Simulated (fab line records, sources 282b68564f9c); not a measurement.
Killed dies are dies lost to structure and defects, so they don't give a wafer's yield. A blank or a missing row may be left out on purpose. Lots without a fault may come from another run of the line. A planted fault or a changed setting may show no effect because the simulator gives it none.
fab line records | flow rit_cmos
record lots=7 wafers=21 last_day=7
route steps=202 shown NLDD@105 PLDD@114 M1@202
lots that met no fault: from a run of the same line without faults
start_h: hours from the record's first day to the start of the lot's first wafer shown | wait_h: hours since the lot's step before | " the same as in the row above | L1.1+2: a row that stands for several wafers | - no value, or no start given | * or withheld: withheld | < > ~ a bound
route shown NAME@n: a module of which the file shows steps, and the number in the route of the first | usual: mean/standard deviation of fault-free wafers | same: alike in all rows | chamber/n: place in a boat | sites: the reading at each site | _std_site: their standard deviation | _edge_site: outer sites' mean less inner sites' | radius_mm: how far each site lies from the wafer's centre | mask NAME#n: copy n | behind: the tool/chamber that last shaped the wafer | hold: why the lot was held/for how many hours/how that ended | device: the transistor (n, p or np) that didn't switch | end of line: the same wafers' tests at the end of the route | a step without rows: its recipe alone | killed: dies lost to structure and defects at the first sort, not the wafer's yield | map: a wafer's dies, x killed, . not, _ none there
set.NAME: the setting as run; set.NAME@STEP: as run at that earlier step | model.NAME: the simulator's own value behind a step, which no gauge read
lots at some steps of the route; a table a step, a row a wafer
services: from which hour (start_h, from the record's first day; less than 0 if before it) a tool's chamber was out of use, for how many hours, and why
## steps
# step RIT_NLDD_SOFTBAKE_02
# recipe resist=NOVOLAK temp_c=90 time_s=60
# step RIT_NLDD_EXPOSE_03
# recipe mask_id=M7 na=0.57 target_cd_nm=40700 dose_mj=250
# step RIT_NLDD_PEB_04
# recipe resist=NOVOLAK temp_c=withheld time_s=withheld
# step RIT_NLDD_DEVELOP_05
# recipe resist=NOVOLAK develop_time_s=50 dev_temp_c=23
# step RIT_NLDD_OVL_MEAS_06
# usual NLDD_OVL=0.4/1.4
# columns lot.wafer tool chamber start_h wait_h NLDD_OVL[nm]
L780.2 overlay-02 - 45.23 - -0.7
L780.5 " - " " 0.2
L780.6 " - " " -0.3
L783.1 overlay-01 - 57.30 - -0.6
L783.4 " - " " -0.2
L783.6 " - " " -0.1
L786.2 overlay-01 - 75.55 - -0.7
L786.4 " - " " -1.0
L786.5 " - " " 0.1
L787.1 overlay-01 - 78.06 - 1.2
L787.3 " - " " 1.6
L787.5 " - " " 0.6
L788.1 overlay-02 - 85.77 - 0.9
L788.4 " - " " 1.5
L788.5 " - " " 0.6
L794.2 overlay-02 - 112.66 - 2.7
L794.3 " - " " 2.0
L794.5 " - " " 3.5
L801.1 overlay-01 - 151.74 - 2.0
L801.5 " - " " 2.8
L801.6 " - " " -0.1
# step RIT_NLDD_HARDBAKE_07
# recipe resist=NOVOLAK temp_c=140 time_s=60
# step RIT_NLDD_IMPLANT_08
# recipe species=P energy_kev=20 dose_cm2=5e+14 tilt_deg=7
# step RIT_NLDD_STRIP_09
# recipe chemistry=O2 time_s=180 resist=NOVOLAK platen_temp_c=withheld power_w=500 pressure_mtorr=4000 o2_flow_sccm=4000
# usual drypump_motor_current_A=5.9/0.42 rf_refl_power_W=6.0/1.2
# same time_s=180
# columns lot.wafer tool chamber start_h wait_h drypump_motor_current_A rf_hours_counter_h rf_refl_power_W
L780.2 plasma_asher-04 1 45.56 0.1 5.7 39 4.9
L780.5 " 0 " " 6.0 - 7.5
L780.6 " 1 " " 5.7 - 4.9
L783.1 plasma_asher-02 0 57.71 0.1 6.2 27 4.9
L783.4 " 1 " " 5.6 - 6.7
L783.6 " 1 " " 5.6 - 6.9
L786.2 plasma_asher-02 1 75.88 0.1 5.7 30 6.6
L786.4 " 1 " " 5.7 - 6.4
L786.5 " 0 " " 6.2 - 4.9
L787.1 plasma_asher-02 1 78.40 0.1 5.6 30 6.5
L787.3 " 0 " " 6.3 - 4.9
L787.5 " 1 " " 5.6 - 6.6
L788.1 plasma_asher-04 1 86.10 0.1 5.7 44 5.0
L788.4 " 0 " " 6.1 - 7.5
L788.5 " 1 " " 5.7 - 5.0
L794.2 plasma_asher-02 0 112.99 0.1 6.3 33 4.8
L794.3 " 0 " " 6.3 - 5.0
L794.5 " 1 " " 5.7 - 6.8
L801.1 plasma_asher-04 1 152.07 0.1 5.7 51 4.9
L801.5 " 0 " " 6.0 - 7.3
L801.6 " 1 " " 5.7 - 5.1
# step RIT_NLDD_TW_MEAS_10
# usual NLDD_TW=2495/20
# columns lot.wafer tool chamber start_h wait_h NLDD_TW
L780.2 film_metro-04 - 45.74 0.1 2504
L780.5 " - " " 2493
L780.6 " - " " 2495
L783.1 film_metro-04 - 57.88 0.1 2482
L783.4 " - " " 2500
L783.6 " - " " 2487
L786.2 film_metro-01 - 76.07 0.1 2475
L786.4 " - " " 2474
L786.5 " - " " 2483
L787.1 film_metro-01 - 78.57 0.1 2483
L787.3 " - " " 2484
L787.5 " - " " 2480
L788.1 film_metro-02 - 86.28 0.1 2512
L788.4 " - " " 2524
L788.5 " - " " 2515
L794.2 film_metro-02 - 113.18 0.1 2510
L794.3 " - " " 2502
L794.5 " - " " 2501
L801.1 film_metro-02 - 152.25 0.1 2527
L801.5 " - " " 2542
L801.6 " - " " 2527
# step RIT_PLDD_HMDS_00
# recipe prime_time_s=60 prime_temp_c=140
# step RIT_PLDD_COAT_01
# recipe resist=NOVOLAK spin_rpm=3250 resist_thk_nm=984.3
# step RIT_PLDD_SOFTBAKE_02
# recipe resist=NOVOLAK temp_c=90 time_s=60
# step RIT_PLDD_EXPOSE_03
# recipe mask_id=M8 na=0.57 target_cd_nm=40900 dose_mj=250
# columns lot.wafer tool chamber start_h wait_h mask model.PLDD.overlay_x_nm
L780.2+5+6 iline_stepper-01 0 46.39 0.2 M8#0 -0.4246
L783.1+4+6 iline_stepper-01 0 58.52 0.2 M8#0 0.7868
L786.2+4+5 iline_stepper-01 0 76.59 0.1 M8#0 130.3
L787.1+3+5 iline_stepper-01 0 79.08 0.1 M8#0 129.1
L788.1+4+5 iline_stepper-01 0 86.79 0.1 M8#0 129.2
L794.2+3+5 iline_stepper-02 0 113.82 0.2 M8#0 0.449
L801.1+5+6 iline_stepper-02 0 152.88 0.2 M8#0 0.2436
# step RIT_PLDD_PEB_04
# recipe resist=NOVOLAK temp_c=withheld time_s=withheld
# step RIT_PLDD_DEVELOP_05
# recipe resist=NOVOLAK develop_time_s=50 dev_temp_c=23
# step RIT_PLDD_OVL_MEAS_06
# usual PLDD_OVL=0.5/1.4
# columns lot.wafer tool chamber start_h wait_h hold PLDD_OVL[nm]
L780.2 overlay-02 - 46.77 - - 0.9
L780.5 " - " " - 1.4
L780.6 " - " " - 0.3
L783.1 overlay-01 - 58.92 - - 0.2
L783.4 " - " " - -0.2
L783.6 " - " " - 0.5
L786.2 overlay-02 - 76.97 - await_dispo/0.2h/release 130.6
L786.4 " - " " await_dispo/0.2h/release 131.4
L786.5 " - " " await_dispo/0.2h/release 130.4
L786.2 overlay-02 - 77.18 0.2 - 131.2
L786.4 " - " " - 132.4
L786.5 " - " " - 131.8
L787.1 overlay-01 - 79.48 - await_dispo/0.2h/release 128.0
L787.3 " - " " await_dispo/0.2h/release 128.8
L787.5 " - " " await_dispo/0.2h/release 126.9
L787.1 overlay-01 - 79.69 0.2 - 128.3
L787.3 " - " " - 129.7
L787.5 " - " " - 128.9
L788.1 overlay-01 - 87.19 - await_dispo/0.2h/release 128.1
L788.4 " - " " await_dispo/0.2h/release 129.4
L788.5 " - " " await_dispo/0.2h/release 128.8
L788.1 overlay-01 - 87.39 0.2 - 129.6
L788.4 " - " " - 130.1
L788.5 " - " " - 130.1
L794.2 overlay-02 - 114.21 - - 2.8
L794.3 " - " " - 0.8
L794.5 " - " " - 3.3
L801.1 overlay-02 - 153.28 - - 1.3
L801.5 " - " " - -0.3
L801.6 " - " " - 1.2
# step RIT_M1_PROBE_99
# usual defect_limited_yield=97.4/1.1 killed_at_contacts=0.1/0.24 killed_at_front_end=6.7/2.9 killed_dies=6.8/2.9 killed_open=3.5/2 killed_short=3.2/1.9 sort_bin_3_pad_short=0.1/0.22 sort_bin_5_function=1.4/0.82 sort_bin_6_memory=1.0/0.64 sort_n_pass=257.2/2.9 sort_yield_pct=97.4/1.1
# same gross_dies=264 killed_at_M0_to_M3=0 killed_at_M4_up=0 killed_at_back_side=0 killed_at_other=0
# columns lot.wafer tool chamber start_h wait_h defect_limited_yield[%] killed_at_contacts killed_at_front_end killed_dies killed_open killed_short sort_bin_3_pad_short[%] sort_bin_5_function[%] sort_bin_6_memory[%] sort_n_pass sort_yield_pct[%]
L780.2 prober-01 - 60.76 0.1 97.7 0 6 6 2 4 0 0.8 1.5 258.0 97.7
L780.5 prober-01 - 60.91 0.2 97.3 0 7 7 2 5 0.4 1.1 1.1 257.0 97.3
L780.6 prober-01 - 60.96 0.2 98.5 0 4 4 3 1 0 0.4 1.1 260.0 98.5
L783.1 prober-02 - 73.11 0.1 97.0 0 8 8 5 3 0 1.1 1.9 256.0 97.0
L783.4 prober-02 - 73.26 0.2 95.1 1 12 13 8 5 0 2.3 2.7 251.0 95.1
L783.6 prober-02 - 73.36 0.2 97.0 0 8 8 8 0 0 1.5 1.5 256.0 97.0
L794.2 prober-01 - 128.57 0.1 97.3 0 7 7 4 3 0 1.9 0.8 257.0 97.3
L794.3 prober-01 - 128.62 0.2 97.7 0 6 6 4 2 0.4 1.5 0.4 258.0 97.7
L794.5 prober-01 - 128.72 0.2 98.5 0 4 4 1 3 0 0.4 1.1 260.0 98.5
L801.1 prober-02 - 168.28 0.1 96.2 0 10 10 4 6 0.8 1.5 1.5 254.0 96.2
L801.5 prober-02 - 168.48 0.2 95.8 0 11 11 4 7 0.4 3.4 0.4 253.0 95.8
L801.6 prober-02 - 168.53 0.2 99.2 0 2 2 0 1 0 0.8 0 262.0 99.2
# killed by level:class
L780.2 FOX1:geometric_particle:open=2 SILICIDE:geometric_particle:short=2 FOX2:geometric_particle:short=1 SPACER:geometric_particle:short=1
L780.5 GATE:geometric_particle:short=3 GATE:geometric_particle:open=2 FOX1:geometric_particle:short=1 REOX:geometric_particle:short=1
L780.6 SPACER:geometric_particle:open=2 FOX2:geometric_particle:short=1 SILICIDE:geometric_particle:open=1
L783.1 GATE:geometric_particle:open=3 GATE:geometric_particle:short=2 FOX1:geometric_particle:open=1 REOX:geometric_particle:short=1 SILICIDE:geometric_particle:open=1
L783.4 FOX1:geometric_particle:open=2 GATE:geometric_particle:open=2 GATE:geometric_particle:short=2 FOX2:geometric_particle:open=1 FOX2:geometric_particle:short=1 REOX:geometric_particle:short=1 REOX:geometric_particle:open=1 SILICIDE:geometric_particle:short=1
L783.6 REOX:geometric_particle:open=4 FOX1:geometric_particle:open=2 FOX2:geometric_particle:open=1 GATE:geometric_particle:open=1
L794.2 GATE:geometric_particle:short=3 FOX1:geometric_particle:open=1 GATE:geometric_particle:open=1 REOX:geometric_particle:open=1 SILICIDE:geometric_particle:open=1
L794.3 GATE:geometric_particle:open=2 REOX:geometric_particle:open=2 FOX1:geometric_particle:short=1 GATE:geometric_particle:short=1
L794.5 GATE:geometric_particle:short=2 FOX1:geometric_particle:short=1 REOX:geometric_particle:open=1
L801.1 SPACER:geometric_particle:short=2 FOX1:geometric_particle:short=1 FOX1:geometric_particle:open=1 SILICIDE:geometric_particle:short=1 FOX2:geometric_particle:short=1 GATE:geometric_particle:short=1 GATE:geometric_particle:open=1 REOX:geometric_particle:open=1
L801.5 SILICIDE:geometric_particle:short=3 FOX1:geometric_particle:short=2 SILICIDE:geometric_particle:open=2 GATE:geometric_particle:short=1 GATE:geometric_particle:open=1 REOX:geometric_particle:short=1 REOX:geometric_particle:open=1
L801.6 GATE:geometric_particle:short=1 PWELL:coat_microbubble_printed=1
## services
# columns tool chamber start_h hours kind
plasma_asher-02 - 32.06 0.5 repair
iline_stepper-01 - 49.18 4.2 repair
iline_stepper-02 0 99.87 - calibration
iline_stepper-01 0 148.56 - calibration
## key
first_sign step=RIT_PLDD_OVL_MEAS_06 reading=visit direction=added
effect step=RIT_PLDD_OVL_MEAS_06 reading=PLDD_OVL direction=up sigmas=91 usual=0.5 struck=129.1
model_effect step=RIT_PLDD_EXPOSE_03 value=PLDD.overlay_x_nm without=-0.4449 struck=129.6
met_at RIT_PLDD_EXPOSE_03
struck_wafers L786.2,L786.4,L786.5,L787.1,L787.3,L787.5,L788.1,L788.4,L788.5
scrapped_behind RIT_PLDD_OVL_MEAS_06 L786.2,L786.4,L786.5,L787.1,L787.3,L787.5,L788.1,L788.4,L788.5
onset_between 58.52 76.59
fault kind=scanner_matching_overlay tool=iline_stepper-01 chamber=- onset_h=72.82 steps=RIT_PLDD_EXPOSE_03 offset=130
